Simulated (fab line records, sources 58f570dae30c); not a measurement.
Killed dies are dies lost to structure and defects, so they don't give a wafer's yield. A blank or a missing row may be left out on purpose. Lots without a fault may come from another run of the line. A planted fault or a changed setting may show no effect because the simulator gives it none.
Split-lot experiment | flow berkeley_cmos170 | 5 lots, 23 wafers read, on a route of 331 steps

THE SPLIT
At UCB170_SILICIDE_SPUTTER_01 (material Ti, target thk 30 nm, time 25 s), the setting time_s was moved away from the recipe's 25 s on 7 of the 23 wafers read, by -12.4% to -9.2%. The other wafers ran this setting at the recipe's value.

FROM THE SPLIT TO THE READING: what the file shows between them, 1 step
- UCB170_SILICIDE_RS_MEAS_02: measures by four-point-probe

THE READING
SILICIDE_TI_THK, in nm, at UCB170_SILICIDE_THK_MEAS_03 (measures by xrf). Fault-free wafers of this fab line usually give 30.0 nm, standard deviation 0.3 nm.

wafer  | tool, chamber at the split | time_s as run, s | against the recipe | SILICIDE_TI_THK, nm | against lot-mates on the recipe
L074.1 | pvd_sputter-01, -          | 25               | recipe             | 30.3                | -
L074.2 | pvd_sputter-01, -          | 22.32            | -10.7%             | 26.7                | -3.4
L074.4 | pvd_sputter-01, -          | 25               | recipe             | 29.8                | -
L074.5 | pvd_sputter-01, -          | 25               | recipe             | 30.2                | -
L074.6 | pvd_sputter-01, -          | 22.32            | -10.7%             | 26.7                | -3.4
L076.1 | pvd_sputter-01, -          | 25               | recipe             | 29.8                | -
L076.3 | pvd_sputter-01, -          | 21.91            | -12.4%             | 26.3                | -3.5
L076.4 | pvd_sputter-01, -          | 25               | recipe             | 29.7                | -
L076.5 | pvd_sputter-01, -          | 21.91            | -12.4%             | 26.0                | -3.8
L076.6 | pvd_sputter-01, -          | 25               | recipe             | 29.9                | -
L082.1 | pvd_sputter-01, -          | 25               | recipe             | 29.9                | -
L082.2 | pvd_sputter-01, -          | 25               | recipe             | 30.0                | -
L082.4 | pvd_sputter-01, -          | 22.71            | -9.2%              | 27.0                | -2.9
L082.5 | pvd_sputter-01, -          | 22.71            | -9.2%              | 27.2                | -2.8
L082.6 | pvd_sputter-01, -          | 22.71            | -9.2%              | 27.4                | -2.6
L083.1 | pvd_sputter-01, -          | 25               | recipe             | 30.3                | -
L083.5 | pvd_sputter-01, -          | 25               | recipe             | 30.0                | -
L083.6 | pvd_sputter-01, -          | 25               | recipe             | 29.9                | -
L084.1 | pvd_sputter-03, -          | 25               | recipe             | 29.6                | -
L084.2 | pvd_sputter-03, -          | 25               | recipe             | 29.9                | -
L084.3 | pvd_sputter-03, -          | 25               | recipe             | 29.8                | -
L084.4 | pvd_sputter-03, -          | 25               | recipe             | 30.3                | -
L084.6 | pvd_sputter-03, -          | 25               | recipe             | 30.2                | -

THE FIT
A straight line over all 23 wafers: SILICIDE_TI_THK changes by +0.306 nm for each +1% of time_s; r = +0.99; the points scatter about the line by 0.2 nm.
The same after taking each lot's own level away (the mean of its wafers on the recipe; 23 wafers): +0.303 nm for each +1%; r = +0.99; scatter 0.19 nm.
On that fit, the largest move of time_s shifts the reading by 3.7 nm.
The lots' own levels span 29.80 to 30.10 nm, that is 1.0 times the standard deviation above.
So the lot-to-lot level changes the slope little: the two slopes agree.
Check: with one of the wafers moved furthest among these (-12.4%) left out of the fit, the line predicts -3.81 nm for it against its lot-mates. It came out at -3.5 nm against them.

OTHER SPLITS ON THESE WAFERS
These wafers also went through other splits before the reading. Each is held against what the fit with the lots' levels taken away leaves over:
other split on the same wafers          | wafers away from the commonest value | r with SILICIDE_TI_THK (lot level and that fit taken away)
UCB170_START_OXIDATION_02 temp_c        | 10                                   | -0.11
UCB170_PWELL_IMPLANT_15 energy_kev      | 9                                    | -0.15
UCB170_WELLDRIVE_OXIDATION_01 ox_time_s | 18                                   | -0.09
UCB170_PFIELD_COAT_01 spin_rpm          | 11                                   | +0.03
UCB170_PFIELD_IMPLANT_07 dose_cm2       | 7                                    | -0.09
UCB170_GATE_OXIDATION_01 ox_time_s      | 18                                   | -0.12
UCB170_PLDD_EXPOSE_03 dose_mj           | 8                                    | -0.21
UCB170_NLDD_PEB_04 peb_temp_c           | 8                                    | +0.28

THE WHOLE CHAIN: every reading that the file lists as answering this split, in the file's order
step                        | what it does                             | reading                                                                           | change (the file's fit)               | r (the file's)
UCB170_SILICIDE_SPUTTER_01  | material Ti, target thk 30 nm, time 25 s | Ti_of_SILICIDE_SPUTTER_01.thk_nm (the simulator's own value, which no gauge read) | +0.306 nm for each +1% of the setting | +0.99
UCB170_SILICIDE_RS_MEAS_02  | measures by four-point-probe             | SILICIDE_TI_RS                                                                    | -0.359 for each +1% of the setting    | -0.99
UCB170_SILICIDE_THK_MEAS_03 | measures by xrf                          | SILICIDE_TI_THK                                                                   | +0.304 for each +1% of the setting    | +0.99

THE FILE'S OWN FIT
SILICIDE_TI_THK changes by +0.304 nm for each +1% of time_s, r = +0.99.
